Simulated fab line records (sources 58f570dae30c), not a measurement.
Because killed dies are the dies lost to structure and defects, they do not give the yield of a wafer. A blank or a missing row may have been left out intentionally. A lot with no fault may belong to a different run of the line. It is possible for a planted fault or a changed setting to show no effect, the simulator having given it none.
Problem report in the 8D (eight disciplines) form, filled by code || flow berkeley cmos170 || the parts of the form that need people (team, actions taken, sign-off) are left out

1. PROBLEM STATEMENT
Wafers with no fault read 0.997 a.u. with a standard deviation of 0.027, whereas oes product au at UCB170_M2_ETCH_17 reads a mean of 0.879 a.u. on 1 wafer of 1 lot. Relative to the usual mean, that is a shift of -4.4 standard deviations.
The step: etches BARC in N2/H2.
Earliest sighting: wafer L746.6 on rie diel-04 at day 10 22:17. Wafers with a number at this step in the record: 37, from 13 lots. Rule for "out" (also "out of limits"): further than 4 standard deviations from the usual mean. The other wafers with a number count as sound.

2. WHAT IT IS AND WHAT IT IS NOT
{"question": "which readings at this step", "is": "oes product au", "is not": "drypump motor current A, throttle valve pct"}
{"question": "which lots", "is": "L746", "is not": "L729, L730, L731, L732, L733, L734, L736, L738, L740, L741, L744, L752"}
{"question": "which wafers of those lots", "is": "all that have a number", "is not": "-"}
{"question": "read on which tools", "is": "rie diel-04", "is not": "rie diel-01, rie diel-03"}
{"question": "when", "is": "from day 10 22:17", "is not": "up to then (33 sound wafers); but 3 sound wafers of L752 came after"}

3. WHAT RULES OUT EACH SUSPECT
Counting: any tool at a process step up to the reading is kept as a suspect provided that every lot that is out went through it and no sound lot did after the first of them.
- rie diel-04 at UCB170_M2_ETCH_17 (etches BARC in N2/H2): kept. It ran the lot that is out, L746 (day 10 22:17), and no sound lot after that; its last sound lot up to then is L740 (day 9 15:08). Its own oes product au readings are out on those wafers.
The count leaves rie diel-04 at UCB170_M2_ETCH_17.

4. THE CAUSE (what the simulator had put in)
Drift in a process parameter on rie diel-04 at UCB170_M2_ETCH_17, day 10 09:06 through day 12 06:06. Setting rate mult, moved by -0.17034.
Only this tool survived the counting.

5. THE EFFECT CHAIN, in route order
One row per reading whose mean, taken over the struck wafers that have a number, lies over 3 standard deviations from the usual. Only readings whose record carries a usual standard deviation are examined. hours: median over the lots of the time between each lot's start at the first step of this table that gives one and its start at this step. sigmas: the change, counted in usual standard deviations.
{"hours": 0, "step": "UCB170_M2_ETCH_17", "reading": "oes product au", "usual": "0.997 a.u.", "on struck wafers": 0.879, "change": -0.118, "sigmas": -4.4}
It contains these process steps:
- UCB170_M2_ETCH_17: etches BARC in N2/H2.

6. WHAT WOULD HAVE CAUGHT IT SOONER
First out-of-limits reading in this record: day 10 22:17, which is 13 hours after fault onset at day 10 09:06.
